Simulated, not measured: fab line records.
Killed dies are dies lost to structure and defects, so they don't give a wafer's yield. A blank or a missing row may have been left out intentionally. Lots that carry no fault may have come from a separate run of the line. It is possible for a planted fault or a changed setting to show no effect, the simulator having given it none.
Chamber matching || flow rit-cmos || RIT_SDANNEAL_CLEAN_00 on wet-bench-04 has 3 sister chambers
The step cleans in SC1, time 600 s. 6 wafers are shown with their chamber, then 8 later ones without.

== WAFERS, EACH WITH ITS CHAMBER ==
{"wafer": "L103.3", "chamber": 0, "bath-guard-temp-C (C)": 74.8, "run-length-s (s)": 624.8}
{"wafer": "L103.4", "chamber": 0, "bath-guard-temp-C (C)": 74.6, "run-length-s (s)": 624.8}
{"wafer": "L106.4", "chamber": 1, "bath-guard-temp-C (C)": 75.0, "run-length-s (s)": 625.8}
{"wafer": "L106.5", "chamber": 1, "bath-guard-temp-C (C)": 74.6, "run-length-s (s)": 625.8}
{"wafer": "L109.5", "chamber": 2, "bath-guard-temp-C (C)": 76.4, "run-length-s (s)": 628.6}
{"wafer": "L111.1", "chamber": 2, "bath-guard-temp-C (C)": 76.5, "run-length-s (s)": 627.6}

== WAFERS WITHOUT THEIR CHAMBER ==
{"wafer": "L111.2", "bath-guard-temp-C (C)": 76.5, "run-length-s (s)": 627.6}
{"wafer": "L111.6", "bath-guard-temp-C (C)": 76.7, "run-length-s (s)": 627.6}
{"wafer": "L113.2", "bath-guard-temp-C (C)": 76.3, "run-length-s (s)": 626.7}
{"wafer": "L113.3", "bath-guard-temp-C (C)": 76.5, "run-length-s (s)": 626.7}
{"wafer": "L113.5", "bath-guard-temp-C (C)": 76.0, "run-length-s (s)": 626.7}
{"wafer": "L114.1", "bath-guard-temp-C (C)": 74.6, "run-length-s (s)": 626.7}
{"wafer": "L114.2", "bath-guard-temp-C (C)": 74.6, "run-length-s (s)": 626.7}
{"wafer": "L114.4", "bath-guard-temp-C (C)": 74.6, "run-length-s (s)": 626.7}

== WHICH CHAMBER EACH WENT THROUGH ==
{"wafer": "L111.2", "from the rows above": 2, "in truth": 2}
{"wafer": "L111.6", "from the rows above": 2, "in truth": 2}
{"wafer": "L113.2", "from the rows above": 2, "in truth": 2}
{"wafer": "L113.3", "from the rows above": 2, "in truth": 2}
{"wafer": "L113.5", "from the rows above": 2, "in truth": 2}
{"wafer": "L114.1", "from the rows above": 1, "in truth": 1}
{"wafer": "L114.2", "from the rows above": 1, "in truth": 1}
{"wafer": "L114.4", "from the rows above": 1, "in truth": 1}
8 of 8 placed correctly. From these rows, 0 cannot be placed. Number placed wrongly: 0.
How it was worked out, from the rows above alone: a wafer's distance from a chamber is the root of the sum, over the readings, of the square of ((its reading less the chamber's mean) divided by the reading's scatter). The wafer belongs to the nearest chamber; if the next one is less than 2 further off, it can't be placed. The mean given for a chamber averages the wafers shown for that chamber. The scatter is the square root of a quotient: the sum, over the shown wafers, of each reading's squared deviation from its chamber's mean, divided by wafers minus chambers.
